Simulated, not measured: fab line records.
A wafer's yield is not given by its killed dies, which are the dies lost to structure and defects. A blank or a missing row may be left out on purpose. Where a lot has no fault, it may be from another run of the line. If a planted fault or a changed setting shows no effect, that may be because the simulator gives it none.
One fault through the eyes of 2 desks -- flow berkeley-cmos170 -- every desk sees just its own numbers, and what lay behind them comes last

## TOOL OWNER'S DESK, krf-scanner-02
The tool's own readings at UCB170_V1_EXPOSE_09 (exposes mask VIA1, target cd 700 nm): means of the sampled wafers that have a number, for each lot that ran on this tool. Marked OUT: a lot whose mean sits more than 4 standard deviations from the usual mean, which makes it out of limits; the brackets give that distance.
Columns: A = exposure-dose-mJ-cm2 at UCB170_V1_EXPOSE_09, usual 37.07
lot,first seen here,A
L841,day 8 11:43,37.08
L840,day 8 12:55,37.07
L854,day 11 06:38,36.90 (-4.4) OUT
This desk finds L854 out of limits, L854 being first, at day 11 06:38 (exposure-dose-mJ-cm2 at UCB170_V1_EXPOSE_09). Within limits: L841, L840.

## AT THE METROLOGY DESK
What the gauges read for every lot (on any tool): the sampled wafers with a number, averaged. Marked OUT: a lot whose mean sits more than 4 standard deviations from the usual mean, which makes it out of limits; the brackets give that distance.
Columns: A = FIELD_OXIDE_THK at UCB170_FIELD_THK_MEAS_02, usual 555 nm; B = NSD_RS at UCB170_SDANNEAL_RS_MEAS_03, usual 37.28 ohm/sq
lot,first seen here,A,B
L840,day 5 09:38,548,37.18
L841,day 5 09:40,549,37.38
L842,day 5 21:59,559,37.24
L844,day 5 21:59,550,37.32
L843,day 5 22:03,542,37.33
L849,day 6 21:52,559,37.38
L847,day 6 21:54,553,37.24
L851,day 6 21:55,558,37.39
L846,day 6 21:56,557,37.25
L854,day 8 05:35,555,37.38
L862,day 9 11:37,559,37.26
L860,day 9 11:40,545,37.22
L863,day 10 00:17,559,37.30
This desk's finding: nothing out of limits on any of the 13 lots.

## PUT TOGETHER
The tool owner's desk could have raised an alarm at day 11 06:38, on L854.
At the metrology desk, nothing out of limits was observed.
The metrology desk has L854 on record, within its limits.
UCB170_V1_EXPOSE_09 was run on krf-scanner-02 by each of the lots named.

## WHAT THE SIMULATOR HAD INSERTED
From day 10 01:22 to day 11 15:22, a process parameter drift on krf-scanner-02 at UCB170_V1_EXPOSE_09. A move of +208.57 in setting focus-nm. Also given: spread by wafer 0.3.
Shown lots that were struck: L854.
Hours from the fault's start to each desk's first reading out of limits: the tool owner's desk, 29.
